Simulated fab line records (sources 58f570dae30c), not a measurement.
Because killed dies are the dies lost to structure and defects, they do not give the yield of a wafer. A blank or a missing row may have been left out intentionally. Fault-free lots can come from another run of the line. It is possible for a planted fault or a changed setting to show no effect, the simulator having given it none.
A lot that was struck, set against a sound lot | flow berkeley-cmos170 | 14 out of 331 route steps
Sound: the wafers L770.2, L770.4, L770.5. Wafers struck: L786.1, L786.2, L786.5. At the end, the cause is stated.
Each step with rows lists, per side, the tool, then ch with its chambers, then its first start. Under that, the readings that differ: sound wafers | struck wafers | difference of the means | sigmas: that difference in standard deviations of wafers without a fault.
alike: words and numbers the same on both sides, and readings whose means are apart by under 2 such deviations; not compared: readings that were withheld, readings missing a value for some wafer, numbers with overlapping values and no deviation given by the record, and bounds like >300 which may hide the same value.
The two part at a step that has a row with sigmas, a row that says differs or no value, or rows on one side only. Numbers that don't overlap but have no deviation are shown without sigmas and don't part them. A reading that every wafer of one side lacks parts them only if that side has two wafers or more.

first, 5 steps without rows for these wafers: UCB170_PWELL_CLEAN_18 (cleans in SPM, time 600 s); UCB170_PWELL_WET_ETCH_19 (etches Si3N4 in H3PO4, time 14400 s); UCB170_PWELL_WET_ETCH_20 (etches SiO2 in BOE, time 22 s); UCB170_WELLDRIVE_CLEAN_00 (cleans in SPM, time 600 s); UCB170_WELLDRIVE_OXIDATION_01 (target thk 199 nm, ox time 9000 s).
UCB170_WELLDRIVE_THK_MEAS_02:
  sound on film-metro-03, day 4 12:29; struck on film-metro-01, day 8 04:37
  reading                  | sound       | struck      | difference | sigmas
  WELLDRIVE_OXIDE_THK (nm) | 196 191 193 | 200 200 200 | +7         | +2
then, 5 steps without rows for these wafers: UCB170_WELLDRIVE_ANNEAL_03 (time 900 s); UCB170_WELLDRIVE_WET_ETCH_04 (etches SiO2 in BOE, time 120 s); UCB170_ACTIVE_CLEAN_00 (cleans in SPM, time 600 s); UCB170_ACTIVE_CLEAN_01 (cleans in dHF, time 60 s); UCB170_ACTIVE_OXIDATION_02 (target thk 26.4 nm, ox time 1260 s).
UCB170_ACTIVE_THK_MEAS_03:
  sound on film-metro-01, day 4 21:07; struck on film-metro-02, day 8 12:19
  alike: ACTIVE_OXIDE_THK
UCB170_ACTIVE_ANNEAL_04: time 900 s.
  struck on furnace-03, day 8 13:59; sound on furnace-02 ch 0, day 4 23:05
  no value came back on the struck wafers for spike-tc-centre-C (C), spike-tc-load-C (C), zone-power-source-pct (%); on the sound wafers spike-tc-centre-C (C) reads 1002.9 1003.2 1002.9
then, 1 step without rows for these wafers: UCB170_ACTIVE_CVD_05 (deposits Si3N4 from SiH2Cl2/NH3, target thk 220 nm, time 3300 s).

== WHERE THEY PART ==
First at UCB170_WELLDRIVE_THK_MEAS_02; last, within this record, at UCB170_ACTIVE_ANNEAL_04.

WHY: the cause the simulator had injected
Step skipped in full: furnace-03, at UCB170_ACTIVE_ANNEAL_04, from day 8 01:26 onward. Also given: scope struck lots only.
